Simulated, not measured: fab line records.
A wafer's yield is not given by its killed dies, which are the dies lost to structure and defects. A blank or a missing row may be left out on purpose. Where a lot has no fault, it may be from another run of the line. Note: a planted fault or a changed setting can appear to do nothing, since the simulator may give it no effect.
Which tool was responsible? || flow berkeley cmos170 || Sampling: 6 lots, 18 wafers, 2 of 331 route steps

## WHAT THE GAUGES SHOWED, per wafer
UCB170_NWELL_OVL_MEAS_12.
{"lot": "L859", "measured": "day 3 01:10", "on": "overlay-02", "NWELL_OVL (nm)": "4 -10 5"}
{"lot": "L861", "measured": "day 3 06:32", "on": "overlay-01", "NWELL_OVL (nm)": "- - -"}
{"lot": "L870", "measured": "day 5 04:05", "on": "overlay-02", "NWELL_OVL (nm)": "-10 -6 -8"}
{"lot": "L874", "measured": "day 6 00:08", "on": "overlay-01", "NWELL_OVL (nm)": "-5 -5 7"}
{"lot": "L876", "measured": "day 6 18:12", "on": "overlay-02", "NWELL_OVL (nm)": "9 3 6"}
{"lot": "L877", "measured": "day 6 21:19", "on": "overlay-02", "NWELL_OVL (nm)": "6 2 1"}

## EACH LOT AND THE TOOL THAT RAN IT (in order: tool; ch and the chambers of the sampled wafers; start)
{"lot": "L859", "UCB170_NWELL_EXPOSE_09": "krf scanner-01 ch 0, day 3 00:17"}
{"lot": "L861", "UCB170_NWELL_EXPOSE_09": "krf scanner-01 ch 0, day 3 06:09"}
{"lot": "L870", "UCB170_NWELL_EXPOSE_09": "krf scanner-01 ch 0, day 5 03:04"}
{"lot": "L874", "UCB170_NWELL_EXPOSE_09": "krf scanner-02 ch 0, day 5 23:45"}
{"lot": "L876", "UCB170_NWELL_EXPOSE_09": "krf scanner-01 ch 0, day 6 17:36"}
{"lot": "L877", "UCB170_NWELL_EXPOSE_09": "krf scanner-02 ch 0, day 6 20:56"}
- UCB170_NWELL_EXPOSE_09: exposes mask NWELL, target cd 3000 nm.

## THE ANSWER, worked out from the rows above alone
Rule: the lots themselves supply what counts as usual. The widest of any qualifying gaps counts: lots, ordered by their means at a reading, are off when they make up no more than a third of the lots, leave a main group of 4 or more, and stand apart from it by 3 or more times the standard deviation of that group's means. The tables above print the reading to a certain number of digits; a main group whose means all agree to those digits is not used. Also off: a lot with no number at a reading for which 4 or more lots have one. The other lots that the step has rows for count as sound.
Off: L861, seen at UCB170_NWELL_OVL_MEAS_12 (NWELL_OVL). Without a number there: L861. Main group: mean -0 nm, sd 4.7.
A tool fits if, at a process step before that reading, it ran every lot that is off, and no sound lot after the first of them. The gauges at UCB170_NWELL_OVL_MEAS_12 are tried like those tools. None of those tried fits.

## WHAT THE SIMULATOR PUT IN
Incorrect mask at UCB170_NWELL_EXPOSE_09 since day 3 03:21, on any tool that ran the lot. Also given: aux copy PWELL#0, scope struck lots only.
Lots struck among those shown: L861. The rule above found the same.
